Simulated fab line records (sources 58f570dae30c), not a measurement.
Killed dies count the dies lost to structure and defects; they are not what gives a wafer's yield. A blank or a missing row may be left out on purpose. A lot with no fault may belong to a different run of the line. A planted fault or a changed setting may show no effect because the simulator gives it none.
Split-lot trial -- flow berkeley-cmos170 -- on a route of 331 steps: 5 lots, 23 wafers read

ON THE SPLIT
At UCB170_CONTACT_COAT_10 (resist thk 900 nm), the setting resist-thk-nm was moved away from the recipe's 900 nm on 8 of the 23 wafers read, by -4.1% to +4.5%. All remaining wafers had this setting at the recipe value.

FROM THE SPLIT TO THE READING: what the file shows between them, 4 steps
- UCB170_CONTACT_SOFTBAKE_11: time 60 s (also split here: time-s)
- UCB170_CONTACT_EXPOSE_12: exposes mask CONT, target cd 700 nm
- UCB170_CONTACT_PEB_13
- UCB170_CONTACT_ETCH_17: etches BARC in N2/H2

THE READING
KrF_of_CONTACT_COAT_10.thk-nm (the simulator's own value, which no gauge read), in nm, at UCB170_CONTACT_ETCH_18 (etches PSG in CHF3/CF4/Ar, stops on TiSi2, target depth 840 nm, time 195 s). There is no usual value for it anywhere in the file. Across the 15 wafers here that went through the recipe, the average is 690.4 nm and the standard deviation 3.3 nm.

wafer,"tool, chamber at the split","resist-thk-nm as run, nm",against the recipe,"KrF_of_CONTACT_COAT_10.thk-nm, nm",against lot-mates on the recipe
L074.1,"litho-track-02, 0",875.8,-2.7%,666.1,-26.4
L074.2,"litho-track-02, 0",900,recipe,694,-
L074.4,"litho-track-02, 0",900,recipe,691,-
L074.5,"litho-track-02, 0",875.8,-2.7%,670.3,-22.2
L074.6,"litho-track-02, 0",875.8,-2.7%,664.6,-27.9
L077.2,"litho-track-02, 0",863.2,-4.1%,653.5,-38.0
L077.3,"litho-track-02, 0",863.2,-4.1%,654.9,-36.6
L077.4,"litho-track-02, 0",863.2,-4.1%,650.3,-41.2
L077.5,"litho-track-02, 0",900,recipe,695.3,-
L077.6,"litho-track-02, 0",900,recipe,687.7,-
L080.1,"litho-track-02, 0",900,recipe,684.9,-
L080.2,"litho-track-02, 0",940.3,+4.5%,729.2,+43.5
L080.3,"litho-track-02, 0",940.3,+4.5%,728.5,+42.8
L080.5,"litho-track-02, 0",900,recipe,685.1,-
L080.6,"litho-track-02, 0",900,recipe,687,-
L081.1,"litho-track-03, 0",900,recipe,691.3,-
L081.2,"litho-track-03, 0",900,recipe,691.6,-
L081.4,"litho-track-03, 0",900,recipe,688.7,-
L081.5,"litho-track-03, 0",900,recipe,693.9,-
L081.6,"litho-track-03, 0",900,recipe,691.2,-
L082.2,"litho-track-01, 0",900,recipe,686.9,-
L082.4,"litho-track-01, 0",900,recipe,692.4,-
L082.5,"litho-track-01, 0",900,recipe,694.5,-

THE FIT
A straight line over all 23 wafers: KrF_of_CONTACT_COAT_10.thk-nm changes by +8.85 nm for each +1% of resist-thk-nm; r = +0.99; the points scatter about the line by 3.1 nm.
The same after taking each lot's own level away (the mean of its wafers on the recipe; 23 wafers): +9.53 nm for each +1%; r = +0.99; scatter 2.3 nm.
The reading moves by 43 nm for the largest change in resist-thk-nm, on that fit.
From 685.67 to 692.50 nm: that is the span of the lots' own levels, equal to 2.1 times the standard deviation above.
Consequently the slope shifts little with the lot-to-lot level, the two slopes agreeing.
Check: with one of the wafers moved furthest among these (+4.5%) left out of the fit, the line predicts +42.5 nm for it against its lot-mates. Against them it came out at +43.5 nm.

THESE WAFERS: OTHER SPLITS
Other splits were also applied to these wafers ahead of the reading. Each is held against what the fit with the lots' levels taken away leaves over:
other split on the same wafers,wafers away from the commonest value,r with KrF_of_CONTACT_COAT_10.thk-nm (lot level and that fit taken away)
UCB170_CONTACT_SOFTBAKE_11 time-s,6,-0.01

THE WHOLE CHAIN: every reading that the file lists as answering this split, in the file's order
step,what it does,reading,change (the file's fit),r (the file's)
UCB170_CONTACT_COAT_10,resist thk 900 nm,"KrF_of_CONTACT_COAT_10.thk-nm (the simulator's own value, which no gauge read)",+9.21 nm for each +1% of the setting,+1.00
UCB170_CONTACT_ETCH_18,"etches PSG in CHF3/CF4/Ar, stops on TiSi2, target depth 840 nm, time 195 s","KrF_of_CONTACT_COAT_10.thk-nm (the simulator's own value, which no gauge read)",+9.55 nm for each +1% of the setting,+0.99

FILE'S OWN FIT
KrF_of_CONTACT_COAT_10.thk-nm changes by +9.55 nm for each +1% of resist-thk-nm, r = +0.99.
